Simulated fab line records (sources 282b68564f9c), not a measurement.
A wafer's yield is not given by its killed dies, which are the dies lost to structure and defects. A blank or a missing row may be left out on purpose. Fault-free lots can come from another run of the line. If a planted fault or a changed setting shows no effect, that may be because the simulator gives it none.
Which tool was responsible?	flow rit_cmos	14 lots with 42 wafers sampled at 2 steps, on a route of 202 steps

== WHAT EACH GAUGE READ, for each wafer ==
RIT_ACTIVE_CD_MEAS_90 targets a cd of 1400 nm. Usual: 1399.5 nm for cd_nm, sd 2.
lot	measured	on	cd_nm (nm)	flag
L153	day 1 22:38	cd_sem-01	1397.6 1394.7 1395.0	
L156	day 2 11:17	cd_sem-01	1398.0 1400.0 1399.9	
L158	day 2 21:02	cd_sem-01	1401.4 1401.2 1402.0	
L162	day 3 17:55	cd_sem-02	- - -	OFF
L163	day 3 23:51	cd_sem-01	- - -	OFF
L166	day 4 14:16	cd_sem-02	1401.0 1400.8 1400.2	
L167	day 4 19:22	cd_sem-02	1398.3 1397.4 1400.5	
L168	day 5 00:17	cd_sem-01	1402.1 1399.1 1401.4	
L169	day 5 04:58	cd_sem-02	1396.4 1397.0 1397.2	
L170	day 5 11:04	cd_sem-02	1400.9 1398.4 1401.4	
L171	day 5 16:04	cd_sem-01	1400.7 1397.0 1397.0	
L172	day 5 22:37	cd_sem-01	1398.7 1398.9 1398.5	
L173	day 6 01:55	cd_sem-02	1400.5 1399.2 1400.0	
L174	day 6 05:53	cd_sem-01	1399.7 1399.5 1398.5	

== WHICH TOOL RAN EACH LOT (tool, then ch and the chambers of the sampled wafers, then the start) ==
lot	RIT_ACTIVE_ETCH_13
L153	rie_diel-02 ch 1,3, day 1 22:16
L156	rie_diel-01 ch 0,1,2, day 2 10:57
L158	rie_diel-03 ch 1,3, day 2 20:43
L162	rie_diel-02 ch 2,3, day 3 17:32
L163	rie_diel-01 ch 1,2, day 3 23:32
L166	rie_diel-03 ch 0,1,2, day 4 13:56
L167	rie_diel-02 ch 1,3, day 4 19:01
L168	rie_diel-01 ch 1,3, day 4 23:57
L169	rie_diel-02 ch 2,3, day 5 04:38
L170	rie_diel-03 ch 0,1,2, day 5 10:46
L171	rie_diel-01 ch 0,1,2, day 5 15:44
L172	rie_diel-02 ch 0,3, day 5 22:18
L173	rie_diel-02 ch 2,3, day 6 01:36
L174	rie_diel-01 ch 0,1,2, day 6 05:35
- RIT_ACTIVE_ETCH_13: etches Si3N4 in SF6, stops on SiO2, time 210 s, target depth 210 nm.

== AS READ BY THE TOOLS THEMSELVES (means over the sampled wafers that have a number; for cases with no such wafer, the mark the record gives instead) ==
RIT_ACTIVE_ETCH_13. Usual: SF6_flow_sccm 200.1 sccm, standard deviation 0.59; chamber_pressure_mTorr 259.98 mTorr, standard deviation 0.23; drypump_motor_current_A 5.6 A, standard deviation 0.46; oes_product_au 0.817 a.u., standard deviation 0.011; rf_fwd_power_W 124.6 W, standard deviation 0.41; throttle_valve_pct 7.52 %, standard deviation 0.1.
lot	tool	SF6_flow_sccm (sccm)	chamber_pressure_mTorr (mTorr)	drypump_motor_current_A (A)	oes_product_au (a.u.)	rf_fwd_power_W (W)	throttle_valve_pct (%)	flag
L153	rie_diel-02	200.3	260.17	5.1	0.812	124.3	7.50	
L156	rie_diel-01	200.0	260.00	5.5	0.823	124.5	7.54	
L158	rie_diel-03	200.4	259.86	5.9	0.817	124.5	7.36	
L162	rie_diel-02	-	-	-	-	-	-	OFF
L163	rie_diel-01	-	-	-	-	-	-	OFF
L166	rie_diel-03	200.0	260.13	5.8	0.822	124.6	7.40	
L167	rie_diel-02	200.4	259.91	5.1	0.814	124.8	7.50	
L168	rie_diel-01	200.0	260.03	6.1	0.827	124.0	7.61	
L169	rie_diel-02	200.3	259.99	5.9	0.812	124.5	7.61	
L170	rie_diel-03	200.3	259.99	5.8	0.825	124.4	7.41	
L171	rie_diel-01	200.9	259.95	5.5	0.822	124.8	7.53	
L172	rie_diel-02	200.0	259.92	5.4	0.808	124.7	7.49	
L173	rie_diel-02	199.7	259.95	5.9	0.812	124.7	7.63	
L174	rie_diel-01	199.9	260.05	5.5	0.823	124.5	7.53	

== THE ANSWER, worked out from the rows above alone ==
Rule: a lot is off if the mean of its wafers that have a number lies more than 3 standard deviations from the usual mean. A lot without any number at a reading at which 4 lots or more have one is off too. Any other lot the step has rows for is counted as sound. First the gauges in route order, then the tools' own readings, where a lot's mean is used as printed above. The first step at which some lot is off is used, and at that step the reading that is off furthest; a lot without a number counts as furthest.
Off: L162, L163 (RIT_ACTIVE_CD_MEAS_90, cd_nm). Without a number there: L162, L163.
A tool fits if, at a process step before that reading, it ran every lot that is off, and no sound lot after the first of them. Not tried: the gauges at RIT_ACTIVE_CD_MEAS_90; whatever is off there is also off at RIT_ACTIVE_ETCH_13, on other tools, and gauge error can't account for it. No candidate that was tried fits.

== WHAT THE SIMULATOR HAD INSERTED ==
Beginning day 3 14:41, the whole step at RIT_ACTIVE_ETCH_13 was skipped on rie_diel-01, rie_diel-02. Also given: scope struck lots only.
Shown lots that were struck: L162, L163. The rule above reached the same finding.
